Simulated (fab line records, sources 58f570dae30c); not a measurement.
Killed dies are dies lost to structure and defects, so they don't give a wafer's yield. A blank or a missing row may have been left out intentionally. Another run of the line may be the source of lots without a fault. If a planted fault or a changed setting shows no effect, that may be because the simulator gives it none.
Which tool is to blame? | flow berkeley_cmos170 | Sampling: 14 lots, 42 wafers, 4 of 331 route steps

WHAT EACH GAUGE READ, for each wafer
UCB170_PWELL_THK_MEAS_03.
lot  | measured    | on            | PWELL_OXIDE_THK (nm)
L325 | day 3 17:47 | film_metro-03 | 26.2 26.0 26.1
L326 | day 3 17:47 | film_metro-02 | 27.5 27.4 27.5
L328 | day 3 21:38 | film_metro-04 | 26.9 26.7 26.3
L331 | day 4 04:55 | film_metro-03 | 26.5 26.5 26.5
L330 | day 4 07:37 | film_metro-03 | 26.6 26.7 26.6
L333 | day 5 01:10 | film_metro-02 | 27.0 27.0 27.1
L334 | day 5 12:03 | film_metro-03 | 26.5 26.6 26.6
L335 | day 5 21:37 | film_metro-04 | 26.4 26.1 26.4
L337 | day 6 01:58 | film_metro-04 | 26.9 26.7 26.5
L339 | day 6 01:58 | film_metro-02 | 27.2 27.1 27.0
L342 | day 6 18:06 | film_metro-02 | 26.1 26.3 25.7
L343 | day 7 00:47 | film_metro-03 | 26.4 26.2 26.2
L344 | day 7 00:48 | film_metro-02 | 26.4 26.4 25.9
L345 | day 7 07:37 | film_metro-04 | 26.2 26.4 26.5

UCB170_ACTIVE_OVL_MEAS_14.
lot  | measured    | on         | ACTIVE_OVL (nm)
L325 | day 5 14:19 | overlay-02 | -2 -2 2
L326 | day 5 14:14 | overlay-02 | 5 -4 -1
L328 | day 5 14:03 | overlay-02 | -13 2 -3
L331 | day 5 20:51 | overlay-02 | -6 3 5
L330 | day 5 21:07 | overlay-01 | 0 -7 0
L333 | day 6 11:43 | overlay-02 | 1 5 6
L334 | day 7 02:41 | overlay-01 | 1 4 -1
L335 | day 7 02:34 | overlay-01 | -2 -5 -3
L337 | day 7 14:08 | overlay-01 | 9 7 -3
L339 | day 7 14:20 | overlay-02 | 16 2 8
L342 | day 8 11:08 | overlay-01 | 12 7 7
L343 | day 8 10:08 | overlay-01 | 10 15 13
L344 | day 8 10:32 | overlay-01 | -3 1 -3
L345 | day 8 16:33 | overlay-02 | -11 -9 -3

UCB170_PSD_CD_MEAS_06: the cd target is 1200 nm.
lot  | measured     | on        | cd_nm (nm)
L325 | day 7 20:04  | cd_sem-01 | 1199.2 1200.7 1200.4
L326 | day 7 17:43  | cd_sem-01 | 1198.1 1199.4 1198.7
L328 | day 7 17:55  | cd_sem-01 | 1201.3 1201.9 1200.5
L331 | day 8 01:43  | cd_sem-02 | 1200.4 1199.4 1199.7
L330 | day 8 02:13  | cd_sem-02 | 1198.1 1198.7 1199.6
L333 | day 8 16:27  | cd_sem-02 | 1200.0 1201.2 1202.1
L334 | day 9 10:46  | cd_sem-01 | 1200.8 1202.0 1200.4
L335 | day 9 11:09  | cd_sem-02 | 1198.3 1198.6 1198.6
L342 | day 10 20:22 | cd_sem-02 | 1198.4 1198.6 1198.3
L343 | day 10 20:06 | cd_sem-02 | 1198.6 1199.1 1198.6
L344 | day 10 20:30 | cd_sem-02 | 1198.3 1199.6 1198.3
L345 | day 11 05:50 | cd_sem-01 | 1199.3 1199.3 1200.3

EACH LOT AND THE TOOL THAT RAN IT (in order: tool; ch and the chambers of the sampled wafers; start)
lot  | UCB170_PVT_STRIP_08
L325 | plasma_asher-02 ch 0,1, day 6 22:38
L326 | plasma_asher-03 ch 0,1, day 6 22:32
L328 | plasma_asher-04 ch 0,1, day 6 22:49
L331 | plasma_asher-02 ch 0,1, day 7 08:22
L330 | plasma_asher-04 ch 0,1, day 7 08:13
L333 | plasma_asher-02 ch 0,1, day 7 16:19
L334 | plasma_asher-04 ch 0,1, day 8 10:29
L335 | plasma_asher-02 ch 0,1, day 8 10:22
L337 | plasma_asher-04 ch 0,1, day 8 20:40
L339 | plasma_asher-04 ch 0,1, day 8 20:53
L342 | plasma_asher-03 ch 0,1, day 9 21:08
L343 | plasma_asher-04 ch 0,1, day 9 20:30
L344 | plasma_asher-03 ch 0,1, day 9 20:49
L345 | plasma_asher-03 ch 0,1, day 10 06:15
- UCB170_PVT_STRIP_08: strips in O2.

AS READ BY THE TOOLS THEMSELVES (means over the sampled wafers that have a number; for cases with no such wafer, the mark the record gives instead)
UCB170_PVT_STRIP_08.
lot  | tool            | chamber_pressure_mTorr (mTorr) | drypump_motor_current_A (A) | oes_product_au (a.u.) | strip_time_to_endpoint_s (s)
L325 | plasma_asher-02 | 3499                           | 6.1                         | 0.733                 | 21.67
L326 | plasma_asher-03 | 3499                           | 5.2                         | 0.734                 | 21.70
L328 | plasma_asher-04 | 3499                           | 6.4                         | 0.734                 | 21.62
L331 | plasma_asher-02 | 3500                           | 6.0                         | 0.734                 | 21.64
L330 | plasma_asher-04 | 3502                           | 6.4                         | 0.738                 | 21.68
L333 | plasma_asher-02 | 3500                           | 6.1                         | 0.734                 | 21.66
L334 | plasma_asher-04 | 3501                           | 6.2                         | 0.732                 | 21.69
L335 | plasma_asher-02 | 3504                           | 5.8                         | 0.734                 | 21.58
L337 | plasma_asher-04 | -                              | -                           | -                     | -
L339 | plasma_asher-04 | -                              | -                           | -                     | -
L342 | plasma_asher-03 | 3501                           | 5.3                         | 0.735                 | 21.63
L343 | plasma_asher-04 | 3498                           | 6.5                         | 0.737                 | 21.60
L344 | plasma_asher-03 | 3501                           | 5.2                         | 0.739                 | 21.68
L345 | plasma_asher-03 | 3498                           | 5.2                         | 0.733                 | 21.69

THE ANSWER, worked out from the rows above alone
Rule: usual is defined by the lots themselves. The widest of any qualifying gaps counts: lots, ordered by their means at a reading, are off when they make up no more than a third of the lots, leave a main group of 4 or more, and stand apart from it by 3 or more times the standard deviation of that group's means. Not used: any main group whose means are identical at the precision the tables above print for the reading. Also off: a lot with no number at a reading for which 4 or more lots have one. All remaining lots with rows at the step are treated as sound. First the gauges in route order, then the tools' own readings, where a lot's mean is used as printed above. The first step at which some lot is off is used, and at that step the reading that is off furthest; a lot without a number counts as furthest.
Off, at UCB170_PVT_STRIP_08 on chamber_pressure_mTorr: L337, L339. Without a number there: L337, L339. The main group: mean 3500 mTorr, standard deviation 1.7.
If a tool, at that step or one of the process steps before it, ran each lot that is off and ran no sound lot following the first of them, it fits. No candidate that was tried fits.

WHAT THE SIMULATOR HAD PUT IN
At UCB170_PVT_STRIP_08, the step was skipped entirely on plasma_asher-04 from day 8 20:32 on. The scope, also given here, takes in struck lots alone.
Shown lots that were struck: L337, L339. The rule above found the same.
